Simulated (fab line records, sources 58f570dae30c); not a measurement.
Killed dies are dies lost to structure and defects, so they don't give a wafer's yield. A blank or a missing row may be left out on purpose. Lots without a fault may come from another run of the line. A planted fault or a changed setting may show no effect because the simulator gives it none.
Which tool did it? | flow berkeley_cmos170 | 14 lots, 42 wafers sampled, at 4 steps of a route of 331

WHAT THE GAUGES READ, wafer by wafer
UCB170_NWELL_TW_MEAS_16.
lot  | measured    | on            | NWELL_TW
L267 | day 2 18:35 | film_metro-04 | 1240 1241 1238
L268 | day 3 02:29 | film_metro-04 | 1240 1238 1243
L269 | day 3 06:20 | film_metro-02 | 1249 1246 1248
L271 | day 3 13:27 | film_metro-02 | 1251 1246 1253
L274 | day 4 05:43 | film_metro-03 | 1250 1250 1244
L273 | day 4 05:49 | film_metro-04 | 1237 1243 1228
L278 | day 5 01:07 | film_metro-04 | 1235 1237 1235
L279 | day 5 01:14 | film_metro-02 | 1257 1260 1253
L277 | day 5 01:31 | film_metro-03 | 1245 1248 1240
L280 | day 5 11:29 | film_metro-04 | 1243 1233 1238
L282 | day 6 00:43 | film_metro-02 | 2091 2089 2090
L285 | day 6 07:15 | film_metro-04 | 2082 2071 2071
L286 | day 6 16:49 | film_metro-02 | 1241 1243 1252
L289 | day 7 13:59 | film_metro-04 | 1231 1236 1235

UCB170_PVT_TW_MEAS_09.
lot  | measured     | on            | PVT_TW
L267 | day 6 15:01  | film_metro-03 | 502.3 503.0 504.7
L268 | day 7 14:35  | film_metro-01 | 503.9 502.2 503.4
L269 | day 7 14:52  | film_metro-03 | 505.2 505.2 505.8
L271 | day 7 15:25  | film_metro-03 | 503.6 505.9 505.2
L274 | day 8 06:28  | film_metro-03 | 506.9 503.8 504.3
L273 | day 8 06:44  | film_metro-04 | 506.1 503.5 505.4
L278 | day 9 04:07  | film_metro-03 | 508.7 508.6 510.0
L279 | day 9 03:58  | film_metro-03 | 509.7 511.5 510.3
L277 | day 9 04:12  | film_metro-04 | 504.4 503.1 503.5
L280 | day 9 09:23  | film_metro-01 | 501.0 500.6 502.4
L282 | day 9 18:31  | film_metro-01 | 498.1 498.4 498.4
L285 | day 9 19:15  | film_metro-04 | 503.7 502.1 503.7
L286 | day 10 11:00 | film_metro-01 | 501.6 502.5 502.4
L289 | day 11 01:22 | film_metro-04 | 503.3 502.4 504.9

WHICH TOOL RAN EACH LOT (tool, then ch and the chambers of the sampled wafers, then the start)
lot  | UCB170_NWELL_IMPLANT_14        | UCB170_ACTIVE_ETCH_15
L267 | implanter-04 ch 0, day 2 18:21 | rie_diel-04 ch 0,2,3, day 4 23:51
L268 | implanter-03 ch 0, day 3 02:14 | rie_diel-02 ch 1,2,3, day 5 16:06
L269 | implanter-04 ch 0, day 3 06:05 | rie_diel-03 ch 1,2,3, day 5 15:45
L271 | implanter-02 ch 0, day 3 13:12 | rie_diel-02 ch 0,1, day 5 22:37
L274 | implanter-02 ch 0, day 4 05:29 | rie_diel-03 ch 0,3, day 6 19:33
L273 | implanter-03 ch 0, day 4 05:35 | rie_diel-02 ch 0,1,2, day 6 19:16
L278 | implanter-03 ch 0, day 5 00:52 | rie_diel-04 ch 1,2,3, day 7 14:29
L279 | implanter-04 ch 0, day 5 01:01 | rie_diel-02 ch 0,1,3, day 7 15:29
L277 | implanter-02 ch 0, day 5 01:17 | rie_diel-03 ch 0,2, day 7 15:08
L280 | implanter-03 ch 0, day 5 11:16 | rie_diel-04 ch 0,1,3, day 7 20:43
L282 | implanter-04 ch 0, day 6 00:28 | rie_diel-04 ch 1,2,3, day 8 08:08
L285 | implanter-04 ch 0, day 6 07:01 | rie_diel-03 ch 0,2,3, day 8 07:58
L286 | implanter-02 ch 0, day 6 16:34 | rie_diel-03 ch 0,1, day 9 01:12
L289 | implanter-03 ch 0, day 7 13:44 | rie_diel-03 ch 0,2,3, day 9 12:40
- UCB170_NWELL_IMPLANT_14
- UCB170_ACTIVE_ETCH_15: etches Si3N4 in CH3F/Ar/O2, stops on SiO2, target depth 242 nm, time 151 s.

WHAT THE TOOLS THEMSELVES READ (means of the sampled wafers that have a number; where no wafer has one, the mark that the record gives instead)
UCB170_NWELL_IMPLANT_14.
lot  | tool         | dose_ions_cm2 | end_station_pressure_torr (Torr) | faraday_current_uA
L267 | implanter-04 | 9.993e+12     | 5.21e-06                         | 31.6
L268 | implanter-03 | 9.999e+12     | 4.96e-06                         | 31.4
L269 | implanter-04 | 1.000e+13     | 4.94e-06                         | 31.6
L271 | implanter-02 | 9.989e+12     | 5.15e-06                         | 31.9
L274 | implanter-02 | 9.992e+12     | 5.25e-06                         | 31.8
L273 | implanter-03 | 9.998e+12     | 4.97e-06                         | 31.0
L278 | implanter-03 | 9.999e+12     | 5.05e-06                         | 32.2
L279 | implanter-04 | 9.990e+12     | 4.77e-06                         | 31.8
L277 | implanter-02 | 1.001e+13     | 5.07e-06                         | 31.7
L280 | implanter-03 | 1.000e+13     | 4.73e-06                         | 32.1
L282 | implanter-04 | 5.000e+13     | 5.00e-06                         | 159.2
L285 | implanter-04 | 5.000e+13     | 5.19e-06                         | 160.7
L286 | implanter-02 | 9.993e+12     | 5.11e-06                         | 32.0
L289 | implanter-03 | 9.995e+12     | 5.04e-06                         | 32.0

UCB170_ACTIVE_ETCH_15.
lot  | tool        | drypump_motor_current_A (A) | oes_product_au (a.u.) | throttle_valve_pct (%)
L267 | rie_diel-04 | 5.7                         | 0.942                 | 8.09
L268 | rie_diel-02 | 6.0                         | 0.941                 | 8.04
L269 | rie_diel-03 | 5.6                         | 0.945                 | 8.24
L271 | rie_diel-02 | 5.4                         | 0.939                 | 8.07
L274 | rie_diel-03 | 6.0                         | 0.958                 | 8.17
L273 | rie_diel-02 | 5.6                         | 0.944                 | 8.02
L278 | rie_diel-04 | 5.7                         | 0.941                 | 8.09
L279 | rie_diel-02 | 5.7                         | 0.949                 | 8.08
L277 | rie_diel-03 | 5.1                         | 0.929                 | 8.18
L280 | rie_diel-04 | 5.8                         | 0.941                 | 8.07
L282 | rie_diel-04 | 5.7                         | 0.956                 | 8.09
L285 | rie_diel-03 | 5.5                         | 0.947                 | 8.18
L286 | rie_diel-03 | 5.6                         | 0.939                 | 8.15
L289 | rie_diel-03 | 5.5                         | 0.944                 | 8.18

THE ANSWER, worked out from the rows above alone
Rule: what is usual is taken from the lots themselves. Put in order of their means at a reading, lots are off if they are a third of the lots or fewer, leave a main group of 4 or more, and stand apart from it by a gap of 3 or more times the standard deviation of the main group's means; of several such gaps the widest counts. A main group whose means are all the same, to the digits that the tables above print for the reading, isn't used. A lot without any number at a reading at which 4 lots or more have one is off too. The other lots that the step has rows for count as sound. The gauges are gone through in route order, then the tools' own readings, and for those a lot's mean is taken as printed above. The first step at which some lot is off is used, and at that step the reading that is off furthest; a lot without a number counts as furthest.
Off: L282, L285, at UCB170_NWELL_TW_MEAS_16 (NWELL_TW). The main group: mean 1243, standard deviation 6.6.
A tool fits if, at a process step before that reading, it ran every lot that is off, and no sound lot after the first of them. The gauges at UCB170_NWELL_TW_MEAS_16 aren't tried: what is off there is off at UCB170_NWELL_IMPLANT_14 too, on other tools, and a gauge's error can't cause that. One fits: implanter-04 at UCB170_NWELL_IMPLANT_14. Its last sound lot is L279 (day 5 01:01), its first lot that is off L282 (day 6 00:28): a fault that began between those two fits.
The tool's own readings at UCB170_NWELL_IMPLANT_14 bear it out: on the lots that are off they differ by more than 5 times the standard deviation of the sound lots' means. dose_ions_cm2 reads 5.000e+13 there against 9.996e+12 on the sound lots; faraday_current_uA reads 159.9 there against 31.8 on the sound lots.

WHAT THE SIMULATOR HAD PUT IN
Process parameter drift: implanter-04, from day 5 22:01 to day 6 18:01, at UCB170_NWELL_IMPLANT_14. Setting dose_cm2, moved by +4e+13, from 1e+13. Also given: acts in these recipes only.
Lots struck among those shown: L282, L285. The rule above found the same.
